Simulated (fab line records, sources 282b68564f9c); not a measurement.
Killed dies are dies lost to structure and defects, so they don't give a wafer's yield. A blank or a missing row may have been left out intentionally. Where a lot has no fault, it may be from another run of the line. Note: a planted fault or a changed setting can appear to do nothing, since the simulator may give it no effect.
Comparing a struck lot with a sound one | flow rit_cmos | 14 out of 202 route steps
Sound: these wafers, L215.3, L215.4, L215.5. Wafers struck: L217.1, L217.3, L217.5. The cause is named last.
Order at every step that has rows: each side's tool, ch and its chambers, its first start. Under that, the readings that differ: sound wafers | struck wafers | difference of the means | sigmas: that difference in standard deviations of wafers without a fault.
alike: readings with means less than 2 such deviations apart, plus words and numbers identical on both sides. not compared: withheld readings, readings lacking a value on some wafer, bounds such as >300 that could conceal the same value, and numbers that have no deviation in the record and whose values overlap.
The two part at a step that has a row with sigmas, a row that says differs or no value, or rows on one side only. Numbers that don't overlap but have no deviation are shown without sigmas and don't part them. A reading that every wafer of one side lacks parts them only if that side has two wafers or more.

RIT_CONTACT_STRIP_12: strips in O2, time 180 s.
  sound on plasma_asher-03 ch 0,1, day 5 15:23; struck on plasma_asher-02 ch 0,1, day 6 10:56
  alike: drypump_motor_current_A
  not compared: rf_hours_counter_h
RIT_CONTACT_CD_MEAS_90: the cd target is 1000 nm.
  struck on cd_sem-02, day 6 11:07; sound on cd_sem-01, day 5 15:33
  alike: cd_nm
then, 2 steps without rows for these wafers: RIT_CONTACT_CLEAN_13 (cleans in SC1, time 600 s); RIT_CONTACT_CLEAN_14 (cleans in SC2, time 600 s).
RIT_M1_SPUTTER_00: material Al, target thk 400 nm, time 500 s.
  struck on pvd_sputter-01, day 6 11:36; sound on pvd_sputter-02, day 5 15:59
  alike: throttle_valve_pct
RIT_M1_RS_MEAS_01: the measuring method here is four-point-probe.
  struck on film_metro-01, day 6 11:54; sound on film_metro-01, day 5 16:19
  reading           | sound                | struck               | difference | sigmas
  M1_AL_RS (ohm/sq) | 0.0744 0.0746 0.0744 | 0.0729 0.0721 0.0727 | -0.0019    | -3
RIT_M1_THK_MEAS_02: measures by xrf.
  struck on film_metro-01, day 6 12:01; sound on film_metro-01, day 5 16:25
  reading        | sound       | struck      | difference | sigmas
  M1_AL_THK (nm) | 393 391 392 | 401 404 402 | +10        | +3
then, 5 steps without rows for these wafers: RIT_M1_HMDS_03 (prime time 60 s); RIT_M1_COAT_04 (resist thk 1300 nm); RIT_M1_SOFTBAKE_05 (time 60 s); RIT_M1_EXPOSE_06 (exposes mask M12, target cd 2600 nm); RIT_M1_PEB_07.
RIT_M1_DEVELOP_08: develop time 68 s.
  sound on litho_track-04 ch 0, day 5 17:00; struck on litho_track-01, day 6 12:00
  no value came back on the struck wafers for chill_plate_temp_C (C), develop_time_s (s), developer_temp_C (C); on the sound wafers chill_plate_temp_C (C) reads 23.08 22.98 22.92
RIT_M1_CD_MEAS_09: the cd target is 2600 nm.
  struck on cd_sem-02, day 6 13:03; sound on cd_sem-02, day 5 17:30
  reading    | sound                | struck | difference                    | sigmas
  cd_nm (nm) | 2599.7 2600.6 2597.9 | - - -  | no value on the struck wafers |

## WHERE THEY PART
At RIT_M1_RS_MEAS_01 first; at RIT_M1_CD_MEAS_09 last (within this record only).

WHY: what had been put in by the simulator
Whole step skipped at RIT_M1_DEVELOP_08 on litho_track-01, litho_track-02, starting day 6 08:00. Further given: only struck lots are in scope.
